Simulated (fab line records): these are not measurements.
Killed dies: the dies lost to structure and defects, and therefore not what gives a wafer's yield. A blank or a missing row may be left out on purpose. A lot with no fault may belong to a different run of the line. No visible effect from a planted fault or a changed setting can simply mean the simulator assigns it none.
A lot that was struck, set against a sound lot | flow rit_cmos | 17 out of 202 route steps
Sound: wafers L541.1, L541.4, L541.5. Wafers struck: L558.2, L558.4, L558.6. The cause is given at the end.
At each step with rows: each side's tool, then ch and its chambers, then its first start. Under that, the readings that differ: sound wafers | struck wafers | difference of the means | sigmas: that difference in standard deviations of wafers without a fault.
alike: readings whose means differ by less than 2 such deviations, and words and numbers that are the same on both sides. not compared: withheld readings, readings that some wafer has no value for, bounds like >300 that may hide the same value, and numbers for which the record gives no deviation and whose values overlap.
Wherever a step has rows on one side only, a row that says differs or no value, or a row with sigmas, the two part there. Numbers that have no deviation but don't overlap get no sigmas and don't part them. A reading that every wafer of one side lacks parts them only if that side has two wafers or more.

first, 1 step without rows for these wafers: RIT_PSD_IMPLANT_08.
RIT_PSD_STRIP_09: strips in O2, time 180 s.
  sound on plasma_asher-03 ch 0,1, day 3 13:31; struck on plasma_asher-03 ch 0,1, day 7 01:22
  alike: drypump_motor_current_A
  not compared: rf_hours_counter_h
RIT_PSD_TW_MEAS_10:
  sound: film_metro-03 at day 3 13:42; struck: film_metro-02 at day 7 01:33
  alike: PSD_TW
then, 3 steps without rows for these wafers: RIT_SDANNEAL_CLEAN_00 (cleans in SC1, time 600 s); RIT_SDANNEAL_CLEAN_01 (cleans in dHF, time 30 s); RIT_SDANNEAL_CLEAN_02 (cleans in SC2, time 600 s).
RIT_SDANNEAL_RTA_03: time 5 s.
  sound on rtp_anneal-02 ch 0, day 3 14:08; struck on rtp_anneal-01 ch 0, day 7 01:59
  alike: ramp_up_c_per_s, wafer_temp_C_max
RIT_SDANNEAL_RS_MEAS_04: the measuring method here is four-point-probe.
  sound: film_metro-02 at day 3 14:12; struck: film_metro-03 at day 7 02:04
  alike: PSD_RS
RIT_SDANNEAL_RS_MEAS_05: the measuring method here is four-point-probe.
  sound: film_metro-02 at day 3 14:19; struck: film_metro-03 at day 7 02:11
  alike: NSD_RS
RIT_SDANNEAL_RS_MEAS_06: the measuring method here is four-point-probe.
  sound: film_metro-02 at day 3 14:26; struck: film_metro-03 at day 7 02:18
  reading          | sound             | struck            | difference | sigmas
  PLDD_RS (ohm/sq) | 178.7 177.8 178.4 | 179.4 179.9 179.3 | +1.2       | +2
RIT_SDANNEAL_RS_MEAS_07: the measuring method here is four-point-probe.
  sound: film_metro-02 at day 3 14:34; struck: film_metro-03 at day 7 02:25
  alike: NLDD_RS
then, 1 step without rows for these wafers: RIT_SILICIDE_WET_ETCH_00 (etches SiO2 in BOE, target depth 14 nm, time 15 s).
RIT_SILICIDE_SPUTTER_01: material Ti, target thk 30 nm, time 240 s.
  sound: pvd_sputter-02 at day 3 14:41; struck: pvd_sputter-04 at day 7 02:32
  reading                                     | sound             | struck         | difference | sigmas
  model.Ti_of_SILICIDE_SPUTTER_01.thk_nm (nm) | 30.31 30.29 30.16 | 27.42 27 27.17 | -3.06      |
  alike: throttle_valve_pct
RIT_SILICIDE_RS_MEAS_02: the measuring method here is four-point-probe.
  sound: film_metro-03 at day 3 14:50; struck: film_metro-04 at day 7 02:43
  reading                 | sound          | struck         | difference | sigmas
  SILICIDE_TI_RS (ohm/sq) | 50.3 50.3 50.6 | 57.1 58.2 57.8 | +7.3       | +9
RIT_SILICIDE_THK_MEAS_03: measures by xrf.
  sound: film_metro-03 at day 3 14:58; struck: film_metro-04 at day 7 02:49
  reading              | sound          | struck         | difference | sigmas
  SILICIDE_TI_THK (nm) | 30.3 30.3 30.0 | 27.1 26.6 26.9 | -3.3       | -9
RIT_SILICIDE_RTA_04: time 10 s, ramp up 5 s, ramp down 5 s.
  sound on rtp_anneal-02 ch 0, day 3 15:01; struck on rtp_anneal-02 ch 0, day 7 02:53
  alike: wafer_temp_C_max
RIT_M1_PROBE_99:
  sound: prober-02 at day 4 00:51; struck: prober-01 at day 7 10:23
  reading                              | sound             | struck            | difference | sigmas
  killed_at_M0_to_M3                   | 0 0 0             | 1 0 1             | +1         | +3
  model.etest.npoly_line.line_ohm_um   | 169.4 175 164.2   | 176.9 191.8 181.3 | +13.8      |
  model.etest.ppoly_line.line_ohm_um   | 161.6 167.6 160.9 | 171 181.6 171.9   | +11        |
  model.etest.contact_nplus.end_ohm_um | 41.17 43.11 41.21 | 37.19 38.76 38.18 | -3.79      |
  model.etest.contact_pplus.end_ohm_um | 45.44 45.7 44.59  | 41.02 40.86 41.55 | -4.10      |
  model.etest.npoly_line.rs_ohm_sq     | 16.74 16.91 16.9  | 18.18 18.6 18.34  | +1.52      |
  model.etest.ppoly_line.rs_ohm_sq     | 16.33 16.38 16.62 | 17.73 17.93 17.84 | +1.39      |
  model.etest.npoly_sal.rs_ohm_sq      | 4.298 4.33 4.329  | 4.748 4.728 4.784 | +0.434     |
  model.etest.ppoly_sal.rs_ohm_sq      | 4.281 4.267 4.268 | 4.669 4.717 4.718 | +0.429     |
  alike: killed_at_contacts, killed_at_front_end, killed_dies, killed_open, killed_short

WHERE THEY PART
Last at RIT_M1_PROBE_99 as far as this record goes, first at RIT_SDANNEAL_RS_MEAS_06.

WHY: what had been put in by the simulator
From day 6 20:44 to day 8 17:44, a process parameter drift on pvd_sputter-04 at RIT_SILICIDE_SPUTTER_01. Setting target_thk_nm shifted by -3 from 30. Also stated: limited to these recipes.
